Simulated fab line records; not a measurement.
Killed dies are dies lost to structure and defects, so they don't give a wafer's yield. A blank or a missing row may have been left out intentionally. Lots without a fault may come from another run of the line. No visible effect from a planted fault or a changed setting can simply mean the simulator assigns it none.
Code-filled problem report in 8D (eight disciplines) form ; flow berkeley-cmos170 ; the parts of the form that need people (team, actions taken, sign-off) are left out

1. WHAT IS WRONG
Wafers without a fault read 399.9 sccm, standard deviation 1.1; o2-flow-sccm at UCB170_M2_STRIP_07 reads a mean of 318.8 sccm on 6 wafers belonging to 2 lots. Relative to the usual mean, that is a shift of -74 standard deviations.
The step: strips in O2.
Earliest sighting: wafer L751.1 on plasma-asher-01 at day 10 22:37. The record has a number at this step for 42 wafers belonging to 14 lots. The rule behind "out" and "out of limits": a value lying over 4 standard deviations away from the usual mean. The other wafers with a number count as sound.

2. WHAT IT IS, WHAT IT ISN'T
question;is;is not
which readings at this step;o2-flow-sccm, strip-time-to-endpoint-s;drypump-motor-current-A
which lots;L747, L751;L739, L740, L741, L742, L744, L746, L757, L758, L759, L760, L761, L762
which wafers of those lots;all that have a number;-
read on which tools;plasma-asher-01;plasma-asher-02, plasma-asher-03
when;from day 10 22:37;"up to then (18 sound wafers); but 18 sound wafers of L757, L758, L759, L760, L761, L762 came after"

3. WHAT RULES OUT EACH SUSPECT
Counting: a tool stays on the suspect list if, at a process step up to the reading, it processed all lots that are out and no sound lot following the first of them.
- plasma-asher-01 at UCB170_M2_STRIP_07 (strips in O2): ruled out as a lasting fault. Sound lots L759, L761 ran on it after its first lot that is out, L751 (day 10 22:37).
Left after counting: nothing in the record.

4. THE CAUSE (what the simulator had put in)
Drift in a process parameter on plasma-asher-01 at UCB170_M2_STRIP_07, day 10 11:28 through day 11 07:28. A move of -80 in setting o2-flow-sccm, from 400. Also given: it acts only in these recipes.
Counting ruled it out, wrongly.

5. THE EFFECT CHAIN, in route order
Each row: a reading whose mean over the struck wafers that have a number lies more than 3 standard deviations from the usual. Scope: only readings with a usual standard deviation given in the record; hours: median across lots of the time from each lot's start at the first step in this table that gives one to its start at this step; sigmas: change in usual standard deviations.
hours;step;reading;usual;on struck wafers;change;sigmas
0;UCB170_M2_STRIP_07;o2-flow-sccm;399.9 sccm;318.8;-81.1;-74
0;UCB170_M2_STRIP_07;oes-product-au;0.734 a.u.;0.715;-0.019;-4.1
0;UCB170_M2_STRIP_07;strip-time-to-endpoint-s;21.93 s;22.73;+0.80;+13
Its process steps:
- UCB170_M2_STRIP_07: strips in O2.
At these later measuring or inspecting steps, every struck wafer for which the step has a row has a number for every such reading, and none has moved that far: UCB170_M2_CD_MEAS_90.

6. WHAT WOULD HAVE CAUGHT IT SOONER
In this record the first reading out of limits was taken at day 10 22:37, 11 hours after the fault began at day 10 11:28.
